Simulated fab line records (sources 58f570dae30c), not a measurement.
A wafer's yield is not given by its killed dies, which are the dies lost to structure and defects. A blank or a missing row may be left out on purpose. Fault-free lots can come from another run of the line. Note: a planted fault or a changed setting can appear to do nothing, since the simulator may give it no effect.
Which tool did it? || flow berkeley-cmos170 || 14 lots with 42 wafers sampled at 3 steps, on a route of 331 steps

## WHAT THE GAUGES READ, wafer by wafer
UCB170_M3_RS_MEAS_02: the measuring method here is four-point-probe. Usual: M3_AL_RS typically reads 0.0320 ohm/sq, with standard deviation 0.00033.
{"lot": "L476", "measured": "day 8 00:23", "on": "film-metro-02", "M3_AL_RS (ohm/sq)": "0.0322 0.0317 0.0321", "flag": ""}
{"lot": "L475", "measured": "day 8 00:31", "on": "film-metro-03", "M3_AL_RS (ohm/sq)": "0.0325 0.0325 0.0318", "flag": ""}
{"lot": "L479", "measured": "day 8 07:06", "on": "film-metro-03", "M3_AL_RS (ohm/sq)": "0.0323 0.0318 0.0326", "flag": ""}
{"lot": "L478", "measured": "day 8 07:18", "on": "film-metro-04", "M3_AL_RS (ohm/sq)": "0.0318 0.0317 0.0318", "flag": ""}
{"lot": "L482", "measured": "day 9 09:34", "on": "film-metro-04", "M3_AL_RS (ohm/sq)": "0.0320 0.0320 0.0318", "flag": ""}
{"lot": "L483", "measured": "day 9 09:33", "on": "film-metro-02", "M3_AL_RS (ohm/sq)": "0.0324 0.0325 0.0327", "flag": ""}
{"lot": "L480", "measured": "day 9 11:07", "on": "film-metro-03", "M3_AL_RS (ohm/sq)": "0.0322 0.0322 0.0325", "flag": ""}
{"lot": "L485", "measured": "day 9 11:23", "on": "film-metro-02", "M3_AL_RS (ohm/sq)": "- - -", "flag": "OFF"}
{"lot": "L486", "measured": "day 9 22:05", "on": "film-metro-04", "M3_AL_RS (ohm/sq)": "- - -", "flag": "OFF"}
{"lot": "L489", "measured": "day 10 19:14", "on": "film-metro-04", "M3_AL_RS (ohm/sq)": "0.0318 0.0314 0.0315", "flag": ""}
{"lot": "L496", "measured": "day 11 17:13", "on": "film-metro-03", "M3_AL_RS (ohm/sq)": "0.0321 0.0324 0.0321", "flag": ""}
{"lot": "L495", "measured": "day 11 19:05", "on": "film-metro-03", "M3_AL_RS (ohm/sq)": "0.0317 0.0322 0.0316", "flag": ""}
{"lot": "L497", "measured": "day 12 07:29", "on": "film-metro-04", "M3_AL_RS (ohm/sq)": "0.0324 0.0319 0.0323", "flag": ""}
{"lot": "L498", "measured": "day 12 21:37", "on": "film-metro-03", "M3_AL_RS (ohm/sq)": "0.0320 0.0319 0.0318", "flag": ""}

UCB170_M3_THK_MEAS_03: measures by xrf. Usual: M3_AL_THK typically reads 907 nm, with standard deviation 11.
{"lot": "L476", "measured": "day 8 00:29", "on": "film-metro-02", "M3_AL_THK (nm)": "899 909 902", "flag": ""}
{"lot": "L475", "measured": "day 8 00:38", "on": "film-metro-03", "M3_AL_THK (nm)": "890 893 913", "flag": ""}
{"lot": "L479", "measured": "day 8 07:12", "on": "film-metro-03", "M3_AL_THK (nm)": "896 912 889", "flag": ""}
{"lot": "L478", "measured": "day 8 07:25", "on": "film-metro-04", "M3_AL_THK (nm)": "922 923 921", "flag": ""}
{"lot": "L482", "measured": "day 9 09:40", "on": "film-metro-04", "M3_AL_THK (nm)": "908 909 917", "flag": ""}
{"lot": "L483", "measured": "day 9 09:40", "on": "film-metro-02", "M3_AL_THK (nm)": "885 891 885", "flag": ""}
{"lot": "L480", "measured": "day 9 11:14", "on": "film-metro-03", "M3_AL_THK (nm)": "899 899 892", "flag": ""}
{"lot": "L485", "measured": "day 9 11:31", "on": "film-metro-02", "M3_AL_THK (nm)": "<0 <0 <0", "flag": "OFF"}
{"lot": "L486", "measured": "day 9 22:12", "on": "film-metro-04", "M3_AL_THK (nm)": "<1 <1 <1", "flag": "OFF"}
{"lot": "L489", "measured": "day 10 19:20", "on": "film-metro-04", "M3_AL_THK (nm)": "919 931 932", "flag": ""}
{"lot": "L496", "measured": "day 11 17:20", "on": "film-metro-03", "M3_AL_THK (nm)": "902 898 896", "flag": ""}
{"lot": "L495", "measured": "day 11 19:13", "on": "film-metro-03", "M3_AL_THK (nm)": "915 904 918", "flag": ""}
{"lot": "L497", "measured": "day 12 07:36", "on": "film-metro-04", "M3_AL_THK (nm)": "903 919 905", "flag": ""}
{"lot": "L498", "measured": "day 12 21:44", "on": "film-metro-03", "M3_AL_THK (nm)": "907 908 912", "flag": ""}

## WHAT TOOL EACH LOT RAN ON (gives the tool, then ch and the chambers of the sampled wafers, and finally the start)
{"lot": "L476", "UCB170_M3_SPUTTER_01": "pvd-sputter-02, day 8 00:17"}
{"lot": "L475", "UCB170_M3_SPUTTER_01": "pvd-sputter-01, day 8 00:26"}
{"lot": "L479", "UCB170_M3_SPUTTER_01": "pvd-sputter-01, day 8 06:58"}
{"lot": "L478", "UCB170_M3_SPUTTER_01": "pvd-sputter-03, day 8 07:13"}
{"lot": "L482", "UCB170_M3_SPUTTER_01": "pvd-sputter-03, day 9 09:26"}
{"lot": "L483", "UCB170_M3_SPUTTER_01": "pvd-sputter-02, day 9 09:28"}
{"lot": "L480", "UCB170_M3_SPUTTER_01": "pvd-sputter-02, day 9 11:02"}
{"lot": "L485", "UCB170_M3_SPUTTER_01": "pvd-sputter-01, day 9 11:19"}
{"lot": "L486", "UCB170_M3_SPUTTER_01": "pvd-sputter-03, day 9 21:59"}
{"lot": "L489", "UCB170_M3_SPUTTER_01": "pvd-sputter-02, day 10 19:05"}
{"lot": "L496", "UCB170_M3_SPUTTER_01": "pvd-sputter-03, day 11 17:08"}
{"lot": "L495", "UCB170_M3_SPUTTER_01": "pvd-sputter-01, day 11 19:01"}
{"lot": "L497", "UCB170_M3_SPUTTER_01": "pvd-sputter-02, day 12 07:24"}
{"lot": "L498", "UCB170_M3_SPUTTER_01": "pvd-sputter-03, day 12 21:32"}
- UCB170_M3_SPUTTER_01: material Al, target thk 900 nm, time 120 s.

## AS READ BY THE TOOLS THEMSELVES (means over the sampled wafers that have a number; for cases with no such wafer, the mark the record gives instead)
UCB170_M3_SPUTTER_01. Usual: cathode-dc-power-W 5999.9 W, standard deviation 1.1; chamber-pressure-pa 0.5002 Pa, standard deviation 0.00095; throttle-valve-pct 30.0 %, standard deviation 1.1.
{"lot": "L476", "tool": "pvd-sputter-02", "cathode-dc-power-W (W)": 5999.8, "chamber-pressure-pa (Pa)": 0.5008, "throttle-valve-pct (%)": 29.4, "flag": ""}
{"lot": "L475", "tool": "pvd-sputter-01", "cathode-dc-power-W (W)": 5999.5, "chamber-pressure-pa (Pa)": 0.5000, "throttle-valve-pct (%)": 29.7, "flag": ""}
{"lot": "L479", "tool": "pvd-sputter-01", "cathode-dc-power-W (W)": 6000.0, "chamber-pressure-pa (Pa)": 0.4998, "throttle-valve-pct (%)": 30.0, "flag": ""}
{"lot": "L478", "tool": "pvd-sputter-03", "cathode-dc-power-W (W)": 5999.4, "chamber-pressure-pa (Pa)": 0.5004, "throttle-valve-pct (%)": 30.4, "flag": ""}
{"lot": "L482", "tool": "pvd-sputter-03", "cathode-dc-power-W (W)": 5999.9, "chamber-pressure-pa (Pa)": 0.4993, "throttle-valve-pct (%)": 31.5, "flag": ""}
{"lot": "L483", "tool": "pvd-sputter-02", "cathode-dc-power-W (W)": 5999.9, "chamber-pressure-pa (Pa)": 0.5004, "throttle-valve-pct (%)": 29.2, "flag": ""}
{"lot": "L480", "tool": "pvd-sputter-02", "cathode-dc-power-W (W)": 6000.3, "chamber-pressure-pa (Pa)": 0.4997, "throttle-valve-pct (%)": 29.3, "flag": ""}
{"lot": "L485", "tool": "pvd-sputter-01", "cathode-dc-power-W (W)": "-", "chamber-pressure-pa (Pa)": "-", "throttle-valve-pct (%)": "-", "flag": "OFF"}
{"lot": "L486", "tool": "pvd-sputter-03", "cathode-dc-power-W (W)": "-", "chamber-pressure-pa (Pa)": "-", "throttle-valve-pct (%)": "-", "flag": "OFF"}
{"lot": "L489", "tool": "pvd-sputter-02", "cathode-dc-power-W (W)": 6000.2, "chamber-pressure-pa (Pa)": 0.5005, "throttle-valve-pct (%)": 29.3, "flag": ""}
{"lot": "L496", "tool": "pvd-sputter-03", "cathode-dc-power-W (W)": 5999.6, "chamber-pressure-pa (Pa)": 0.4999, "throttle-valve-pct (%)": 30.5, "flag": ""}
{"lot": "L495", "tool": "pvd-sputter-01", "cathode-dc-power-W (W)": 6000.0, "chamber-pressure-pa (Pa)": 0.5000, "throttle-valve-pct (%)": 29.9, "flag": ""}
{"lot": "L497", "tool": "pvd-sputter-02", "cathode-dc-power-W (W)": 6000.3, "chamber-pressure-pa (Pa)": 0.5012, "throttle-valve-pct (%)": 29.3, "flag": ""}
{"lot": "L498", "tool": "pvd-sputter-03", "cathode-dc-power-W (W)": 5999.6, "chamber-pressure-pa (Pa)": 0.5017, "throttle-valve-pct (%)": 31.1, "flag": ""}

## THE ANSWER, worked out from the rows above alone
Rule: take the mean of a lot's wafers that have a number; if it is more than 3 standard deviations from the usual mean, the lot is off. Also off: a lot with no number at a reading for which 4 or more lots have one. Where the step has rows for the other lots, those lots are counted as sound. After the gauges, taken in route order, come the tools' own readings; for these a lot's mean is taken, as printed above. At the first step where some lot is off, the reading lying furthest off is the one used; lots without a number count as furthest.
Off: L485, L486, seen at UCB170_M3_RS_MEAS_02 (M3_AL_RS). Without a number there: L485, L486.
If a tool, at a process step before that reading, ran all the lots that are off and no sound lot after the first of them, it fits. The gauges at UCB170_M3_RS_MEAS_02 aren't tried: what is off there is off at UCB170_M3_SPUTTER_01 too, on other tools, and a gauge's error can't cause that. No candidate that was tried fits.

## WHAT THE SIMULATOR PUT IN
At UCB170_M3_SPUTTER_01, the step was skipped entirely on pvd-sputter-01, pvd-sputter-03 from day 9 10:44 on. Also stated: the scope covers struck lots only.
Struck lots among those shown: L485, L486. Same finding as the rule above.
